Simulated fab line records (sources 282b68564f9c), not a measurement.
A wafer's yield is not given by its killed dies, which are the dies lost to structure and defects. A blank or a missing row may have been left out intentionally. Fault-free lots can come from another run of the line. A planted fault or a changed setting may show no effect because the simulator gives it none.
A lot that was struck, set against a sound lot	flow rit-cmos	43 out of 202 route steps
Sound: these wafers, L715.1, L715.4, L715.6. Wafers struck: L728.2, L728.5, L728.6. The cause is named last.
Per side, at each step with rows, come the tool, then ch with its chambers, and then its first start. Under that, the readings that differ: sound wafers	struck wafers	difference of the means	sigmas: that difference in standard deviations of wafers without a fault.
alike: same words and numbers on both sides, and readings whose means sit less than 2 such deviations apart. not compared: any withheld reading, any reading some wafer has no value for, any bound like >300 that may hide the same value, and any number with overlapping values for which the record gives no deviation.
The two part at a step that has a row with sigmas, a row that says differs or no value, or rows on one side only. Non-overlapping numbers with no deviation appear without sigmas and do not part them. A reading missing from all wafers of one side parts the sides only when that side holds two or more wafers.

first, 1 step without rows for these wafers: RIT_SDANNEAL_CLEAN_02 (cleans in SC2, time 600 s).
RIT_SDANNEAL_RTA_03: time 5 s.
  sound on rtp-anneal-02 ch 0, day 3 05:23; struck on rtp-anneal-01 ch 0, day 6 08:18
  alike: chamber-o2-ppm, wafer_temp_C_max
RIT_SDANNEAL_RS_MEAS_04: measures by four-point-probe.
  sound on film-metro-01, day 3 05:26; struck on film-metro-02, day 6 08:25
reading	sound	struck	difference	sigmas
PSD_RS (ohm/sq)	115.3 115.6 115.4	116.3 116.4 116.3	+0.9	+3
RIT_SDANNEAL_RS_MEAS_05: measures by four-point-probe.
  sound on film-metro-01, day 3 05:34; struck on film-metro-02, day 6 08:32
  alike: NSD_RS
RIT_SDANNEAL_RS_MEAS_06: measures by four-point-probe.
  sound on film-metro-01, day 3 05:41; struck on film-metro-02, day 6 08:40
  alike: PLDD_RS
RIT_SDANNEAL_RS_MEAS_07: measures by four-point-probe.
  sound on film-metro-01, day 3 05:48; struck on film-metro-02, day 6 08:47
  alike: NLDD_RS
then, 1 step without rows for these wafers: RIT_SILICIDE_WET_ETCH_00 (etches SiO2 in BOE, target depth 14 nm, time 15 s).
RIT_SILICIDE_SPUTTER_01: material Ti, target thk 30 nm, time 240 s.
  sound on pvd-sputter-01, day 3 05:56; struck on pvd-sputter-03, day 6 08:53
  alike: throttle-valve-pct
RIT_SILICIDE_RS_MEAS_02: measures by four-point-probe.
  sound on film-metro-04, day 3 06:05; struck on film-metro-03, day 6 09:04
  alike: SILICIDE_TI_RS
RIT_SILICIDE_THK_MEAS_03: measures by xrf.
  sound on film-metro-04, day 3 06:12; struck on film-metro-03, day 6 09:10
  alike: SILICIDE_TI_THK
then, 2 steps without rows for these wafers: RIT_SILICIDE_RTA_04 (time 10 s, ramp up 5 s, ramp down 5 s); RIT_SILICIDE_WET_ETCH_05 (etches Ti in SPM, time 120 s).
RIT_SILICIDE_RTA_06: time 10 s, ramp up 5 s, ramp down 10 s.
  sound on rtp-anneal-02 ch 0, day 3 06:22; struck on rtp-anneal-01 ch 0, day 6 09:21
  alike: chamber-o2-ppm, wafer_temp_C_max
then, 1 step without rows for these wafers: RIT_CONTACT_CVD_00 (deposits SiO2 from TEOS, target thk 400 nm, time 61 s).
RIT_CONTACT_THK_MEAS_01:
  sound on film-metro-01, day 3 06:29; struck on film-metro-04, day 6 09:31
reading	sound	struck	difference	sigmas
CONTACT_TEOS_THK (nm)	391 399 397	406 407 408	+11	+2
then, 6 steps without rows for these wafers: RIT_CONTACT_HMDS_02 (prime time 60 s); RIT_CONTACT_COAT_03 (resist thk 1000 nm); RIT_CONTACT_SOFTBAKE_04 (time 60 s); RIT_CONTACT_EXPOSE_05 (exposes mask M11, target cd 1000 nm); RIT_CONTACT_PEB_06; RIT_CONTACT_DEVELOP_07 (develop time 120 s).
RIT_CONTACT_CD_MEAS_08: the cd target is 1000 nm.
  sound on cd-sem-01, day 3 07:38; struck on cd-sem-01, day 6 10:41
  alike: cd-nm
RIT_CONTACT_OVL_MEAS_09:
  sound on overlay-02, day 3 07:46; struck on overlay-01, day 6 10:47
  alike: CONTACT_OVL
then, 1 step without rows for these wafers: RIT_CONTACT_HARDBAKE_10 (time 60 s).
RIT_CONTACT_ETCH_11: etches SiO2 in CHF3/CF4/Ar, stops on TiSi2, target depth 480 nm, time 320 s.
  sound on rie-diel-02 ch 0,3, day 3 07:57; struck on rie-diel-01 ch 0,1, day 6 10:58
reading	sound	struck	difference	sigmas
drypump-motor-current-A (A)	5.0 5.2 5.0	6.8 6.7 5.4	+1.2	+3
  alike: oes-product-au, rf-fwd-power-W, throttle-valve-pct
  not compared: rf-hours-counter-h
then, 1 step without rows for these wafers: RIT_CONTACT_STRIP_12 (strips in O2, time 180 s).
RIT_CONTACT_CD_MEAS_90: the cd target is 1000 nm.
  sound on cd-sem-01, day 3 08:19; struck on cd-sem-01, day 6 11:22
  alike: cd-nm
then, 2 steps without rows for these wafers: RIT_CONTACT_CLEAN_13 (cleans in SC1, time 600 s); RIT_CONTACT_CLEAN_14 (cleans in SC2, time 600 s).
RIT_M1_SPUTTER_00: material Al, target thk 400 nm, time 500 s.
  sound on pvd-sputter-02, day 3 08:48; struck on pvd-sputter-02, day 6 11:59
  alike: throttle-valve-pct
RIT_M1_RS_MEAS_01: measures by four-point-probe.
  sound on film-metro-01, day 3 09:06; struck on film-metro-02, day 6 12:18
  alike: M1_AL_RS
RIT_M1_THK_MEAS_02: measures by xrf.
  sound on film-metro-01, day 3 09:13; struck on film-metro-02, day 6 12:25
reading	sound	struck	difference	sigmas
M1_AL_THK (nm)	402 398 402	391 394 393	-8	-2
then, 6 steps without rows for these wafers: RIT_M1_HMDS_03 (prime time 60 s); RIT_M1_COAT_04 (resist thk 1300 nm); RIT_M1_SOFTBAKE_05 (time 60 s); RIT_M1_EXPOSE_06 (exposes mask M12, target cd 2600 nm); RIT_M1_PEB_07; RIT_M1_DEVELOP_08 (develop time 68 s).
RIT_M1_CD_MEAS_09: the cd target is 2600 nm.
  sound on cd-sem-02, day 3 10:17; struck on cd-sem-01, day 6 13:29
  alike: cd-nm
RIT_M1_OVL_MEAS_10:
  sound on overlay-01, day 3 10:24; struck on overlay-02, day 6 13:35
  alike: M1_OVL
then, 1 step without rows for these wafers: RIT_M1_HARDBAKE_11 (time 120 s).
RIT_M1_METAL_ETCH_12: etches Al in Cl2/BCl3, stops on SiO2, time 165 s, target depth 600 nm.
  sound on rie-metal-03 ch 0, day 3 10:41; struck on rie-metal-02 ch 0,1, day 6 13:55
reading	sound	struck	difference	sigmas
oes-product-au (a.u.)	0.797 0.783 0.790	0.762 0.742 0.760	-0.035	-3
  alike: drypump-motor-current-A, rf-fwd-power-W, throttle-valve-pct
  not compared: rf-hours-counter-h
RIT_M1_PROBE_99:
  sound on prober-02, day 3 13:41; struck on prober-01, day 6 16:25
reading	sound	struck	difference	sigmas
model.etest.npoly-sal.rs-ohm-sq	4.401 4.429 4.381	8.146 8.102 8.246	+3.761	
model.etest.ppoly-sal.rs-ohm-sq	4.365 4.364 4.388	7.981 7.92 8.151	+3.645	
model.etest.pplus-sal.rs-ohm-sq	4.367 4.379 4.36	7.961 8.01 8.081	+3.649	
model.etest.nplus-sal.rs-ohm-sq	4.365 4.341 4.349	8.011 7.945 8.043	+3.648	
model.etest.pplus-sal.line-ohm-um	1.256 1.275 1.272	2.349 2.294 2.306	+1.049	
model.etest.nplus-sal.line-ohm-um	1.258 1.255 1.241	2.305 2.319 2.374	+1.081	
model.etest.contact-pplus.rc-ohm	1.411 1.403 1.367	2.451 2.334 2.319	+0.974	
model.etest.contact-nplus.rc-ohm	1.403 1.438 1.442	2.384 2.368 2.352	+0.940	
  alike: killed-at-contacts, killed-at-front-end, killed-dies, killed-open, killed-short

WHERE THEY PART
At RIT_SDANNEAL_RS_MEAS_04 first; at RIT_M1_METAL_ETCH_12 last (within this record only). Later steps at which nothing parts them and some readings are alike: RIT_M1_PROBE_99.

WHY: what had been put in by the simulator
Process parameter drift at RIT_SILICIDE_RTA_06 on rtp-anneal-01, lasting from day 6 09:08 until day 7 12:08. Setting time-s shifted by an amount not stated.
